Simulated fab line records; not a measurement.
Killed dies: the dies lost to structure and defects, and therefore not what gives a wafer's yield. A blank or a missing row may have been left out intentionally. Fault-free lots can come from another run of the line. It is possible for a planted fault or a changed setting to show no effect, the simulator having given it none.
What tool caused it? / flow berkeley-cmos170 / 13 lots with 37 wafers sampled at 6 steps, on a route of 331 steps

WHAT THE GAUGES SHOWED, per wafer
UCB170_SILICIDE_RS_MEAS_02: uses a four-point probe to measure.
lot=L408; measured=day 7 09:03; on=film-metro-03; SILICIDE_TI_RS (ohm/sq)=26.3 25.9 25.9
lot=L410; measured=day 7 11:09; on=film-metro-03; SILICIDE_TI_RS (ohm/sq)=25.9 25.7 25.6
lot=L411; measured=day 7 17:19; on=film-metro-03; SILICIDE_TI_RS (ohm/sq)=25.6 26.1 26.5
lot=L415; measured=day 8 08:38; on=film-metro-03; SILICIDE_TI_RS (ohm/sq)=26.4 26.5 26.5
lot=L413; measured=day 8 08:07; on=film-metro-02; SILICIDE_TI_RS (ohm/sq)=26.0 26.0 26.0
lot=L421; measured=day 9 04:51; on=film-metro-02; SILICIDE_TI_RS (ohm/sq)=25.7 26.3 25.7
lot=L422; measured=day 9 17:52; on=film-metro-03; SILICIDE_TI_RS (ohm/sq)=28.1 28.4
lot=L425; measured=day 10 10:31; on=film-metro-04; SILICIDE_TI_RS (ohm/sq)=25.8 25.9 26.2
lot=L426; measured=day 10 10:22; on=film-metro-03; SILICIDE_TI_RS (ohm/sq)=25.1 25.3 25.3
lot=L428; measured=day 10 20:19; on=film-metro-03; SILICIDE_TI_RS (ohm/sq)=25.2 26.0 25.4
lot=L429; measured=day 10 20:36; on=film-metro-03; SILICIDE_TI_RS (ohm/sq)=26.7 26.4 26.2
lot=L430; measured=day 11 10:31; on=film-metro-02; SILICIDE_TI_RS (ohm/sq)=26.1 25.3 26.0
lot=L431; measured=day 11 12:06; on=film-metro-04; SILICIDE_TI_RS (ohm/sq)=26.1 26.1 26.0

UCB170_SILICIDE_THK_MEAS_03: measures by xrf.
lot=L408; measured=day 7 09:10; on=film-metro-03; SILICIDE_TI_THK (nm)=29.8 30.1 30.2
lot=L410; measured=day 7 11:16; on=film-metro-03; SILICIDE_TI_THK (nm)=30.3 30.6 30.6
lot=L411; measured=day 7 17:26; on=film-metro-03; SILICIDE_TI_THK (nm)=30.5 30.0 29.7
lot=L415; measured=day 8 08:45; on=film-metro-03; SILICIDE_TI_THK (nm)=29.9 29.7 29.8
lot=L413; measured=day 8 08:14; on=film-metro-02; SILICIDE_TI_THK (nm)=30.1 30.1 30.3
lot=L421; measured=day 9 04:58; on=film-metro-02; SILICIDE_TI_THK (nm)=30.5 29.7 30.6
lot=L422; measured=day 9 20:34; on=film-metro-03; SILICIDE_TI_THK (nm)=28.1 28.1
lot=L425; measured=day 10 10:38; on=film-metro-04; SILICIDE_TI_THK (nm)=30.4 30.5 30.1
lot=L426; measured=day 10 10:28; on=film-metro-03; SILICIDE_TI_THK (nm)=31.0 30.8 30.8
lot=L428; measured=day 10 20:26; on=film-metro-03; SILICIDE_TI_THK (nm)=31.0 30.1 30.6
lot=L429; measured=day 10 20:41; on=film-metro-03; SILICIDE_TI_THK (nm)=29.5 29.9 30.0
lot=L430; measured=day 11 10:38; on=film-metro-02; SILICIDE_TI_THK (nm)=30.1 30.9 30.2
lot=L431; measured=day 11 12:13; on=film-metro-04; SILICIDE_TI_THK (nm)=29.8 30.1 30.4

UCB170_CONTACT_CD_MEAS_15: the cd target is 700 nm.
lot=L408; measured=day 7 13:30; on=cd-sem-02; cd-nm (nm)=700.2 699.2 700.6
lot=L410; measured=day 7 16:06; on=cd-sem-02; cd-nm (nm)=698.8 699.9 699.6
lot=L411; measured=day 7 22:14; on=cd-sem-01; cd-nm (nm)=699.7 700.2 698.6
lot=L415; measured=day 8 17:53; on=cd-sem-02; cd-nm (nm)=700.4 699.9 700.2
lot=L413; measured=day 8 13:59; on=cd-sem-02; cd-nm (nm)=700.6 701.1 701.4
lot=L421; measured=day 9 09:04; on=cd-sem-01; cd-nm (nm)=700.2 701.1 700.3
lot=L422; measured=day 10 05:25; on=cd-sem-02; cd-nm (nm)=700.4
lot=L425; measured=day 10 15:13; on=cd-sem-02; cd-nm (nm)=700.0 699.0 698.9
lot=L426; measured=day 10 14:56; on=cd-sem-01; cd-nm (nm)=700.7 700.3 699.7
lot=L428; measured=day 11 00:26; on=cd-sem-01; cd-nm (nm)=698.2 697.9 698.5
lot=L429; measured=day 11 03:47; on=cd-sem-02; cd-nm (nm)=698.8 696.0 696.9
lot=L430; measured=day 11 15:37; on=cd-sem-01; cd-nm (nm)=699.9 700.7 699.6
lot=L431; measured=day 11 18:02; on=cd-sem-01; cd-nm (nm)=699.2 698.6 697.9

TOOL THAT RAN EACH LOT (tool first, then ch and the chambers of the sampled wafers, then the start)
lot=L408; UCB170_GATE_ETCH_14=rie-diel-03 ch 0,1,3, day 6 16:36; UCB170_NLDD_STRIP_10=plasma-asher-01 ch 0,1, day 6 21:58; UCB170_SILICIDE_SPUTTER_01=pvd-sputter-03, day 7 09:01
lot=L410; UCB170_GATE_ETCH_14=rie-diel-02 ch 0,2,3, day 6 17:00; UCB170_NLDD_STRIP_10=plasma-asher-03 ch 0,1, day 6 22:34; UCB170_SILICIDE_SPUTTER_01=pvd-sputter-02, day 7 11:07
lot=L411; UCB170_GATE_ETCH_14=rie-diel-01 ch 0,1, day 7 03:52; UCB170_NLDD_STRIP_10=plasma-asher-04 ch 1, day 7 07:44; UCB170_SILICIDE_SPUTTER_01=pvd-sputter-03, day 7 17:16
lot=L415; UCB170_GATE_ETCH_14=rie-diel-03 ch 0,2,3, day 7 17:47; UCB170_NLDD_STRIP_10=plasma-asher-01 ch 0,1, day 7 21:50; UCB170_SILICIDE_SPUTTER_01=pvd-sputter-04, day 8 08:32
lot=L413; UCB170_GATE_ETCH_14=rie-diel-02 ch 0,1,2, day 7 18:02; UCB170_NLDD_STRIP_10=plasma-asher-03 ch 0,1, day 7 21:55; UCB170_SILICIDE_SPUTTER_01=pvd-sputter-02, day 8 08:05
lot=L421; UCB170_GATE_ETCH_14=rie-diel-03 ch 2,3, day 8 14:41; UCB170_NLDD_STRIP_10=plasma-asher-04 ch 0,1, day 8 19:28; UCB170_SILICIDE_SPUTTER_01=pvd-sputter-02, day 9 04:48
lot=L422; UCB170_GATE_ETCH_14=rie-diel-02 ch 3, day 9 03:12; UCB170_NLDD_STRIP_10=plasma-asher-01 ch 1, day 9 07:22; UCB170_SILICIDE_SPUTTER_01=pvd-sputter-04, day 9 17:47
lot=L425; UCB170_GATE_ETCH_14=rie-diel-03 ch 0,3, day 9 14:31; UCB170_NLDD_STRIP_10=plasma-asher-03 ch 0,1, day 9 22:27; UCB170_SILICIDE_SPUTTER_01=pvd-sputter-02, day 10 10:28
lot=L426; UCB170_GATE_ETCH_14=rie-diel-02 ch 0,2,3, day 9 14:38; UCB170_NLDD_STRIP_10=plasma-asher-01 ch 0,1, day 9 22:58; UCB170_SILICIDE_SPUTTER_01=pvd-sputter-03, day 10 10:17
lot=L428; UCB170_GATE_ETCH_14=rie-diel-01 ch 1,3, day 10 04:55; UCB170_NLDD_STRIP_10=plasma-asher-03 ch 0,1, day 10 09:38; UCB170_SILICIDE_SPUTTER_01=pvd-sputter-03, day 10 20:16
lot=L429; UCB170_GATE_ETCH_14=rie-diel-02 ch 1,2,3, day 10 05:56; UCB170_NLDD_STRIP_10=plasma-asher-01 ch 0,1, day 10 10:15; UCB170_SILICIDE_SPUTTER_01=pvd-sputter-02, day 10 20:28
lot=L430; UCB170_GATE_ETCH_14=rie-diel-02 ch 0,1,3, day 10 18:50; UCB170_NLDD_STRIP_10=plasma-asher-01 ch 0,1, day 10 23:58; UCB170_SILICIDE_SPUTTER_01=pvd-sputter-03, day 11 10:29
lot=L431; UCB170_GATE_ETCH_14=rie-diel-02 ch 0,1, day 10 21:53; UCB170_NLDD_STRIP_10=plasma-asher-04 ch 0,1, day 11 02:46; UCB170_SILICIDE_SPUTTER_01=pvd-sputter-02, day 11 12:03
- UCB170_GATE_ETCH_14: etches BARC in N2/H2.
- UCB170_NLDD_STRIP_10: strips in O2.
- UCB170_SILICIDE_SPUTTER_01: material Ti, target thk 30 nm, time 25 s.

WHAT THE TOOLS THEMSELVES READ (means of the sampled wafers that have a number; where no wafer has one, the mark that the record gives instead)
UCB170_GATE_ETCH_14.
lot=L408; tool=rie-diel-03; chamber-pressure-mTorr (mTorr)=30.000; drypump-motor-current-A (A)=5.8; oes-product-au (a.u.)=0.982; throttle-valve-pct (%)=13.38
lot=L410; tool=rie-diel-02; chamber-pressure-mTorr (mTorr)=30.009; drypump-motor-current-A (A)=5.3; oes-product-au (a.u.)=0.986; throttle-valve-pct (%)=13.32
lot=L411; tool=rie-diel-01; chamber-pressure-mTorr (mTorr)=30.005; drypump-motor-current-A (A)=6.3; oes-product-au (a.u.)=0.988; throttle-valve-pct (%)=13.37
lot=L415; tool=rie-diel-03; chamber-pressure-mTorr (mTorr)=30.005; drypump-motor-current-A (A)=6.0; oes-product-au (a.u.)=1.001; throttle-valve-pct (%)=13.32
lot=L413; tool=rie-diel-02; chamber-pressure-mTorr (mTorr)=30.005; drypump-motor-current-A (A)=5.3; oes-product-au (a.u.)=0.989; throttle-valve-pct (%)=13.34
lot=L421; tool=rie-diel-03; chamber-pressure-mTorr (mTorr)=29.978; drypump-motor-current-A (A)=6.0; oes-product-au (a.u.)=1.006; throttle-valve-pct (%)=13.51
lot=L422; tool=rie-diel-02; chamber-pressure-mTorr (mTorr)=29.991; drypump-motor-current-A (A)=5.4; oes-product-au (a.u.)=0.985; throttle-valve-pct (%)=13.28
lot=L425; tool=rie-diel-03; chamber-pressure-mTorr (mTorr)=29.982; drypump-motor-current-A (A)=5.9; oes-product-au (a.u.)=0.991; throttle-valve-pct (%)=13.44
lot=L426; tool=rie-diel-02; chamber-pressure-mTorr (mTorr)=30.008; drypump-motor-current-A (A)=5.3; oes-product-au (a.u.)=0.988; throttle-valve-pct (%)=13.33
lot=L428; tool=rie-diel-01; chamber-pressure-mTorr (mTorr)=29.995; drypump-motor-current-A (A)=6.2; oes-product-au (a.u.)=1.008; throttle-valve-pct (%)=13.39
lot=L429; tool=rie-diel-02; chamber-pressure-mTorr (mTorr)=30.023; drypump-motor-current-A (A)=5.2; oes-product-au (a.u.)=0.985; throttle-valve-pct (%)=13.35
lot=L430; tool=rie-diel-02; chamber-pressure-mTorr (mTorr)=30.001; drypump-motor-current-A (A)=5.5; oes-product-au (a.u.)=0.987; throttle-valve-pct (%)=13.28
lot=L431; tool=rie-diel-02; chamber-pressure-mTorr (mTorr)=30.004; drypump-motor-current-A (A)=5.6; oes-product-au (a.u.)=0.983; throttle-valve-pct (%)=13.29

UCB170_NLDD_STRIP_10.
lot=L408; tool=plasma-asher-01; chamber-pressure-mTorr (mTorr)=3500; drypump-motor-current-A (A)=5.5; oes-product-au (a.u.)=0.733; strip-time-to-endpoint-s (s)=21.66
lot=L410; tool=plasma-asher-03; chamber-pressure-mTorr (mTorr)=3501; drypump-motor-current-A (A)=6.0; oes-product-au (a.u.)=0.732; strip-time-to-endpoint-s (s)=21.55
lot=L411; tool=plasma-asher-04; chamber-pressure-mTorr (mTorr)=3502; drypump-motor-current-A (A)=5.5; oes-product-au (a.u.)=0.739; strip-time-to-endpoint-s (s)=21.69
lot=L415; tool=plasma-asher-01; chamber-pressure-mTorr (mTorr)=3499; drypump-motor-current-A (A)=5.6; oes-product-au (a.u.)=0.736; strip-time-to-endpoint-s (s)=21.63
lot=L413; tool=plasma-asher-03; chamber-pressure-mTorr (mTorr)=3501; drypump-motor-current-A (A)=6.1; oes-product-au (a.u.)=0.732; strip-time-to-endpoint-s (s)=21.70
lot=L421; tool=plasma-asher-04; chamber-pressure-mTorr (mTorr)=3502; drypump-motor-current-A (A)=5.4; oes-product-au (a.u.)=0.740; strip-time-to-endpoint-s (s)=21.66
lot=L422; tool=plasma-asher-01; chamber-pressure-mTorr (mTorr)=3500; drypump-motor-current-A (A)=5.7; oes-product-au (a.u.)=0.730; strip-time-to-endpoint-s (s)=21.66
lot=L425; tool=plasma-asher-03; chamber-pressure-mTorr (mTorr)=3497; drypump-motor-current-A (A)=6.0; oes-product-au (a.u.)=0.734; strip-time-to-endpoint-s (s)=21.66
lot=L426; tool=plasma-asher-01; chamber-pressure-mTorr (mTorr)=3500; drypump-motor-current-A (A)=5.5; oes-product-au (a.u.)=0.737; strip-time-to-endpoint-s (s)=21.78
lot=L428; tool=plasma-asher-03; chamber-pressure-mTorr (mTorr)=3502; drypump-motor-current-A (A)=6.0; oes-product-au (a.u.)=0.732; strip-time-to-endpoint-s (s)=21.78
lot=L429; tool=plasma-asher-01; chamber-pressure-mTorr (mTorr)=3499; drypump-motor-current-A (A)=5.5; oes-product-au (a.u.)=0.735; strip-time-to-endpoint-s (s)=21.72
lot=L430; tool=plasma-asher-01; chamber-pressure-mTorr (mTorr)=3499; drypump-motor-current-A (A)=5.5; oes-product-au (a.u.)=0.735; strip-time-to-endpoint-s (s)=21.62
lot=L431; tool=plasma-asher-04; chamber-pressure-mTorr (mTorr)=3500; drypump-motor-current-A (A)=5.4; oes-product-au (a.u.)=0.739; strip-time-to-endpoint-s (s)=21.69

UCB170_SILICIDE_SPUTTER_01.
lot=L408; tool=pvd-sputter-03; throttle-valve-pct (%)=29.5
lot=L410; tool=pvd-sputter-02; throttle-valve-pct (%)=30.1
lot=L411; tool=pvd-sputter-03; throttle-valve-pct (%)=29.7
lot=L415; tool=pvd-sputter-04; throttle-valve-pct (%)=28.6
lot=L413; tool=pvd-sputter-02; throttle-valve-pct (%)=30.5
lot=L421; tool=pvd-sputter-02; throttle-valve-pct (%)=29.3
lot=L422; tool=pvd-sputter-04; throttle-valve-pct (%)=28.8
lot=L425; tool=pvd-sputter-02; throttle-valve-pct (%)=30.0
lot=L426; tool=pvd-sputter-03; throttle-valve-pct (%)=28.7
lot=L428; tool=pvd-sputter-03; throttle-valve-pct (%)=29.2
lot=L429; tool=pvd-sputter-02; throttle-valve-pct (%)=30.2
lot=L430; tool=pvd-sputter-03; throttle-valve-pct (%)=29.5
lot=L431; tool=pvd-sputter-02; throttle-valve-pct (%)=30.2

THE ANSWER, worked out from the rows above alone
Rule: usual is defined by the lots themselves. Put in order of their means at a reading, lots are off if they are a third of the lots or fewer, leave a main group of 4 or more, and stand apart from it by a gap of 3 or more times the standard deviation of the main group's means; of several such gaps the widest counts. A main group is skipped when, at the precision printed for the reading in the tables above, its means are all equal. A lot without any number at a reading at which 4 lots or more have one is off too. The other lots that the step has rows for count as sound. Order of review: gauges by route order, followed by the tools' own readings, for which a lot's mean as printed above is used. At the first step where some lot is off, the reading lying furthest off is the one used; lots without a number count as furthest.
Off: L422, seen at UCB170_SILICIDE_RS_MEAS_02 (SILICIDE_TI_RS). Main group: mean 25.9 ohm/sq, sd 0.33.
A tool fits if, at a process step before that reading, it ran every lot that is off, and no sound lot after the first of them. Those tools and the gauges at UCB170_SILICIDE_RS_MEAS_02 are tried in the same way. One candidate fits, namely pvd-sputter-04 at UCB170_SILICIDE_SPUTTER_01. A fault onset in the window from L415 (day 8 08:32, its last sound lot) to L422 (day 9 17:47, its first lot off) fits.

WHAT THE SIMULATOR HAD PUT IN
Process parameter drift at UCB170_SILICIDE_SPUTTER_01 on pvd-sputter-04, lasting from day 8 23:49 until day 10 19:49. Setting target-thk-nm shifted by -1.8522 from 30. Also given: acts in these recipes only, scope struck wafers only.
Struck lots among those shown: L422. The rule above found the same.
